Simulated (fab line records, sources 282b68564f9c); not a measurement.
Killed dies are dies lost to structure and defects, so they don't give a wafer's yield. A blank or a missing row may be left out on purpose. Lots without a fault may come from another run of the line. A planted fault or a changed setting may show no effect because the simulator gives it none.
fab line records | flow rit_cmos
record lots=13 wafers=39 last_day=7
route steps=202 shown FOX2@24 GATE@84 PLDD@120 M1@198
lots that met no fault: from a run of the same line without faults
start_h: hours from the record's first day to the start of the lot's first wafer shown | wait_h: hours since the lot's step before | " the same as in the row above | L1.1+2: a row that stands for several wafers | - no value, or no start given | * or withheld: withheld | < > ~ a bound
route shown NAME@n: a module of which the file shows steps, and the number in the route of the first | usual: mean/standard deviation of fault-free wafers | same: alike in all rows | chamber/n: place in a boat | sites: the reading at each site | _std_site: their standard deviation | _edge_site: outer sites' mean less inner sites' | radius_mm: how far each site lies from the wafer's centre | mask NAME#n: copy n | behind: the tool/chamber that last shaped the wafer | hold: why the lot was held/for how many hours/how that ended | device: the transistor (n, p or np) that didn't switch | end of line: the same wafers' tests at the end of the route | a step without rows: its recipe alone | killed: dies lost to structure and defects at the first sort, not the wafer's yield | map: a wafer's dies, x killed, . not, _ none there
set.NAME: the setting as run; set.NAME@STEP: as run at that earlier step | model.NAME: the simulator's own value behind a step, which no gauge read
steps of the route over a sample of lots; a table a step, a row a wafer
services: from which hour (start_h, from the record's first day; less than 0 if before it) a tool's chamber was out of use, for how many hours, and why
## steps
# step RIT_FOX2_THK_MEAS_01
# recipe reads=SiO2_of_FOX2_OXIDATION_00
# usual FOX2_OXIDE_THK=350/6.3
# columns lot.wafer tool chamber start_h wait_h FOX2_OXIDE_THK[nm]
L847.3 film_metro-04 - 23.98 0.0 339
L847.5 " - " " 340
L847.6 " - " " 339
L849.1 film_metro-01 - 29.40 0.0 345
L849.3 " - " " 351
L849.5 " - " " 345
L848.2 film_metro-04 - 29.41 0.0 352
L848.4 " - " " 345
L848.6 " - " " 348
L850.1 film_metro-02 - 40.36 0.0 355
L850.2 " - " " 357
L850.3 " - " " 352
L852.3 film_metro-04 - 51.65 0.0 354
L852.4 " - " " 355
L852.5 " - " " 358
L853.2 film_metro-04 - 58.32 0.0 363
L853.4 " - " " 354
L853.5 " - " " 360
L856.1 film_metro-04 - 66.61 0.0 353
L856.4 " - " " 350
L856.5 " - " " 354
L862.2 film_metro-01 - 94.32 0.0 342
L862.3 " - " " 355
L862.6 " - " " 352
L865.3 film_metro-02 - 109.56 0.0 346
L865.4 " - " " 355
L865.6 " - " " 344
L866.1 film_metro-04 - 114.88 0.0 358
L866.2 " - " " 357
L866.5 " - " " 356
L868.4 film_metro-02 - 125.96 0.0 344
L868.5 " - " " 346
L868.6 " - " " 342
L869.4 film_metro-04 - 130.17 0.0 347
L869.5 " - " " 344
L869.6 " - " " 349
L870.1 film_metro-04 - 136.20 0.0 351
L870.5 " - " " 355
L870.6 " - " " 350
# step RIT_GATE_CVD_08
# recipe material=poly-Si target_thk_nm=250 temp_c=610 precursor=SiH4 time_s=2220 pressure_mtorr=300 sih4_flow_sccm=100
# columns lot.wafer tool chamber start_h wait_h
L847.3+5+6 lpcvd-01 0 46.34 1.2
L848.2+4+6 lpcvd-02 0 55.04 0.0
L849.1+3+5 lpcvd-02 1 55.04 0.1
L850.1+2+3 lpcvd-01 1 61.70 1.2
L852.3+4+5 lpcvd-02 1 72.54 0.0
L853.2+4+5 lpcvd-02 1 75.57 0.4
L856.1+4+5 lpcvd-01 0 84.79 1.0
L862.2+3+6 lpcvd-02 1 110.70 0.0
L865.3+4+6 lpcvd-02 1 125.44 0.0
L866.1+2+5 lpcvd-02 0 129.84 0.1
L868.4+5+6 lpcvd-01 0 144.27 0.0
L869.4+5+6 lpcvd-02 1 148.53 0.4
L870.1+5+6 lpcvd-02 0 153.35 0.1
# step RIT_GATE_THK_MEAS_09
# recipe reads=poly-Si_of_GATE_CVD_08
# usual GATE_POLY_THK=249.8/2.5
# columns lot.wafer tool chamber start_h wait_h GATE_POLY_THK[nm]
L847.3 film_metro-04 - 47.98 0.0 247.3
L847.5 " - " " 249.2
L847.6 " - " " 248.6
L849.1 film_metro-04 - 56.65 0.0 247.5
L849.3 " - " " 248.8
L849.5 " - " " 248.1
L848.2 film_metro-01 - 56.66 0.0 254.0
L848.4 " - " " 250.9
L848.6 " - " " 252.0
L850.1 film_metro-02 - 63.32 0.0 251.3
L850.2 " - " " 251.4
L850.3 " - " " 251.7
L852.3 film_metro-02 - 74.18 0.0 246.3
L852.4 " - " " 247.6
L852.5 " - " " 243.2
L853.2 film_metro-02 - 77.20 0.0 250.3
L853.4 " - " " 249.4
L853.5 " - " " 251.7
L856.1 film_metro-01 - 86.40 0.0 370.1
L856.4 " - " " 370.4
L856.5 " - " " 372.2
L862.2 film_metro-04 - 112.33 0.0 243.2
L862.3 " - " " 245.7
L862.6 " - " " 244.1
L865.3 film_metro-04 - 127.08 0.0 247.9
L865.4 " - " " 246.5
L865.6 " - " " 246.6
L866.1 film_metro-02 - 131.46 0.0 249.0
L866.2 " - " " 250.1
L866.5 " - " " 250.1
L868.4 film_metro-04 - 145.91 0.0 253.4
L868.5 " - " " 249.6
L868.6 " - " " 253.1
L869.4 film_metro-04 - 150.18 0.0 249.6
L869.5 " - " " 249.2
L869.6 " - " " 248.6
L870.1 film_metro-02 - 154.97 0.0 253.6
L870.5 " - " " 251.7
L870.6 " - " " 252.1
# step RIT_GATE_ETCH_19
# recipe chemistry=SF6/CHF3/O2 time_s=165 SF6_flow_sccm=30 CHF3_flow_sccm=30 O2_flow_sccm=5 target=poly-Si pressure_mtorr=40 rf_w=160 target_depth_a=3125 over_etch_frac=0.25 stop_on=SiO2
# usual O2_flow_sccm=5.001/0.015 chamber_pressure_mTorr=40.00/0.038 drypump_motor_current_A=5.97/0.28 oes_product_au=0.850/0.011 throttle_valve_pct=10.25/0.14
# columns lot.wafer tool chamber start_h wait_h O2_flow_sccm chamber_pressure_mTorr drypump_motor_current_A oes_product_au rf_hours_counter_h throttle_valve_pct
L847.3 rie_si-02 3 49.18 0.1 5.027 39.97 6.07 0.843 160 10.45
L847.5 " 3 " " 5.032 39.98 6.11 0.840 - 10.47
L847.6 " 2 " " 4.996 40.05 5.67 0.858 - 10.29
L849.1 rie_si-01 2 57.87 0.1 5.012 39.97 6.31 0.836 3 10.24
L849.3 " 0 " " 5.020 39.98 6.10 0.838 54 9.94
L849.5 " 3 " " 4.980 39.99 5.43 0.853 - 10.06
L848.2 rie_si-02 2 58.11 0.1 4.983 40.00 5.68 0.871 1 10.29
L848.4 " 3 " " 4.984 40.01 6.12 0.856 160 10.46
L848.6 " 0 " " 4.967 39.98 6.14 0.853 - 10.25
L850.1 rie_si-01 0 64.95 0.1 5.007 39.99 6.12 0.849 54 9.97
L850.2 " 1 " " 4.993 40.00 5.79 0.879 154 10.28
L850.3 " 3 " " 5.022 40.01 5.40 0.865 111 10.06
L852.3 rie_si-01 2 75.60 0.1 5.015 40.06 6.32 0.830 - 10.23
L852.4 " 1 " " 4.999 40.06 5.77 0.865 - 10.26
L852.5 " 2 " " 5.016 39.99 6.31 0.815 - 10.25
L853.2 rie_si-02 0 78.41 0.1 4.991 39.97 6.17 0.851 77 10.25
L853.4 " 0 " " 5.017 39.97 6.17 0.851 - 10.26
L853.5 " 1 " " 4.999 39.91 5.95 0.853 - 10.42
L856.1 rie_si-01 1 87.76 0.1 5.015 40.03 5.79 1.020 154 10.27
L856.4 " 2 " " 4.995 39.99 6.34 0.983 - 10.24
L856.5 " 1 " " 5.029 39.86 5.79 1.032 - 10.26
L862.2 rie_si-01 2 113.59 0.1 5.012 39.94 6.32 0.826 4 10.24
L862.3 " 0 " " 5.002 40.08 6.11 0.843 54 9.96
L862.6 " 2 " " 5.000 40.04 6.35 0.818 - 10.23
L865.3 rie_si-02 1 128.27 0.1 4.971 40.01 5.94 0.840 40 10.41
L865.4 " 0 " " 4.997 40.02 6.22 0.844 77 10.25
L865.6 " 0 " " 4.994 39.98 6.20 0.847 - 10.24
L866.1 rie_si-01 3 132.80 0.1 5.009 39.98 5.44 0.853 111 10.06
L866.2 " 2 " " 5.019 40.01 6.34 0.838 4 10.24
L866.5 " 2 " " 5.009 40.02 6.35 0.844 - 10.22
L868.4 rie_si-01 3 147.10 0.1 5.005 39.98 5.38 0.859 111 10.05
L868.5 " 2 " " 4.990 40.04 6.29 0.832 - 10.23
L868.6 " 1 " " 4.989 39.97 5.79 0.856 - 10.28
L869.4 rie_si-02 1 151.41 0.1 4.987 39.95 5.91 0.836 40 10.41
L869.5 " 1 " " 5.020 40.01 5.93 0.842 - 10.39
L869.6 " 0 " " 5.012 40.03 6.16 0.854 - 10.25
L870.1 rie_si-01 3 156.31 0.1 5.019 40.05 5.45 0.867 111 10.07
L870.5 " 1 " " 4.991 40.03 5.79 0.846 - 10.27
L870.6 " 2 " " 5.019 40.05 6.32 0.841 - 10.24
# step RIT_PLDD_OVL_MEAS_06
# usual PLDD_OVL=-0.4/1.4
# columns lot.wafer tool chamber start_h wait_h PLDD_OVL[nm]
L847.3 overlay-01 - 59.46 - -0.1
L847.5 " - " " 0.1
L847.6 " - " " 1.4
L849.1 overlay-02 - 65.13 - -0.9
L849.3 " - " " -0.7
L849.5 " - " " -0.1
L848.2 overlay-02 - 65.51 - -1.2
L848.4 " - " " -0.3
L848.6 " - " " -0.4
L850.1 overlay-02 - 70.74 - -0.5
L850.2 " - " " -1.7
L850.3 " - " " -0.9
L852.3 overlay-02 - 81.95 - 1.9
L852.4 " - " " 0.8
L852.5 " - " " -0.5
L853.2 overlay-02 - 84.37 - 1.3
L853.4 " - " " 1.7
L853.5 " - " " 0.2
L862.2 overlay-02 - 119.78 - -1.7
L862.3 " - " " -0.9
L862.6 " - " " -3.4
L865.3 overlay-02 - 134.68 - -0.6
L865.4 " - " " 1.7
L865.6 " - " " -1.4
L866.1 overlay-02 - 138.55 - 1.1
L866.2 " - " " -0.7
L866.5 " - " " -0.6
L868.4 overlay-01 - 153.11 - -0.8
L868.5 " - " " 1.4
L868.6 " - " " 1.2
L869.4 overlay-01 - 157.62 - 0.8
L869.5 " - " " 2.1
L869.6 " - " " 1.5
L870.1 overlay-02 - 162.12 - -3.3
L870.5 " - " " -2.4
L870.6 " - " " -2.6
# step RIT_M1_STRIP_14
# recipe chemistry=O2 time_s=180 platen_temp_c=withheld power_w=500 pressure_mtorr=4000 o2_flow_sccm=4000
# usual chamber_pressure_mTorr=4000/3.6 drypump_motor_current_A=6.0/0.37
# columns lot.wafer tool chamber start_h wait_h chamber_pressure_mTorr drypump_motor_current_A rf_hours_counter_h
L847.3 plasma_asher-03 0 72.54 0.1 3999 5.7 -
L847.5 " 0 " " 4002 5.6 -
L847.6 " 1 " " 4002 6.0 -
L849.1 plasma_asher-04 1 77.92 0.0 4004 6.6 42
L849.3 " 0 " " 3998 5.7 -
L849.5 " 1 " " 4002 6.7 -
L848.2 plasma_asher-03 0 78.51 0.0 4002 5.7 41
L848.4 " 1 " " 3997 5.9 -
L848.6 " 1 " " 4001 6.0 -
L850.1 plasma_asher-03 0 84.66 0.0 4002 5.7 42
L850.2 " 1 " " 3999 6.0 42
L850.3 " 0 " " 4002 5.7 -
L852.3 plasma_asher-04 1 95.19 0.1 3997 6.6 -
L852.4 " 0 " " 3996 5.7 -
L852.5 " 1 " " 3997 6.6 -
L853.2 plasma_asher-03 1 96.65 0.0 4003 6.0 44
L853.4 " 1 " " 4000 6.0 -
L853.5 " 0 " " 3999 5.7 -
L862.2 plasma_asher-04 1 131.77 0.0 4005 6.6 50
L862.3 " 1 " " 3996 6.6 -
L862.6 " 1 " " 4000 6.6 -
L865.3 plasma_asher-02 1 146.80 0.1 4002 5.7 -
L865.4 " 0 " " 3996 6.3 -
L865.6 " 0 " " 4001 6.3 -
L866.1 plasma_asher-04 1 150.67 0.0 4000 6.6 51
L866.2 " 0 " " 4006 5.7 51
L866.5 " 1 " " 4001 6.6 -
L868.4 plasma_asher-04 1 165.43 0.1 3998 6.6 -
L868.5 " 1 " " 4006 6.6 -
L868.6 " 0 " " 4000 5.7 -
L869.4 plasma_asher-02 1 172.38 0.1 4000 5.7 -
L869.5 " 1 " " 4006 5.7 -
L869.6 " 0 " " 4002 6.3 -
L870.1 plasma_asher-04 0 174.16 0.0 4002 5.7 54
L870.5 " 1 " " 3999 6.6 -
L870.6 " 0 " " 4002 5.7 -
## services
# columns tool chamber start_h hours kind
lpcvd-01 - 24.17 0.5 repair
plasma_asher-03 - 43.92 2.2 repair
lpcvd-02 - 45.15 2.8 pm
plasma_asher-04 - 57.13 14.6 pm
rie_si-02 3 64.89 - clean
rie_si-02 3 64.89 15.9 scheduled_down
rie_si-02 3 64.89 15.9 vent_cycle
rie_si-01 0 67.43 24.0 repair
rie_si-01 3 74.38 10.1 repair
rie_si-01 1 91.48 - clean
rie_si-01 1 91.48 29.1 scheduled_down
rie_si-01 1 91.48 29.1 vent_cycle
rie_si-01 3 99.39 11.3 repair
rie_si-02 - 134.64 2.8 pm
plasma_asher-03 - 145.20 0.4 repair
rie_si-02 - 156.67 2.0 repair
plasma_asher-04 - 157.55 2.8 pm
lpcvd-02 - 163.10 0.5 repair
## key
first_sign step=RIT_GATE_THK_MEAS_09 reading=GATE_POLY_THK direction=up sigmas=49 usual=249.8 struck=370.9
effect step=RIT_GATE_ETCH_19 reading=oes_product_au direction=up sigmas=14 usual=0.850 struck=1.012
met_at RIT_GATE_CVD_08
struck_lots L856
struck_wafers L856.1,L856.4,L856.5
later_rows_left_out L856.1,L856.4,L856.5
sort_left_out L856.1,L856.4,L856.5
tester_left_out L856
not_acting_at RIT_FOX2_THK_MEAS_01,RIT_PLDD_OVL_MEAS_06,RIT_M1_STRIP_14
onset_between 46.34 84.79
fault kind=process_parameter_drift tool=lpcvd-01 chamber=0 onset_h=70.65 steps=RIT_GATE_CVD_08 channel=target_thk_nm offset=121.13 shape=step end_h=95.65 acts_in=these_recipes_only stated=250
# tester_left_out: of these lots the tester's yield and bins aren't shown, on N5 and GAA mostly nor the transistor test; their killed dies are dies lost to structure and defects alone, not to doping, threshold or leakage, so they don't give the yield
# sort_left_out: the simulated sort isn't trusted on such a fault, so these wafers' sort isn't shown, and their yield isn't known
# later_rows_left_out: the simulator's readings of these wafers behind a module that went badly wrong aren't trusted and aren't shown, but for the sort
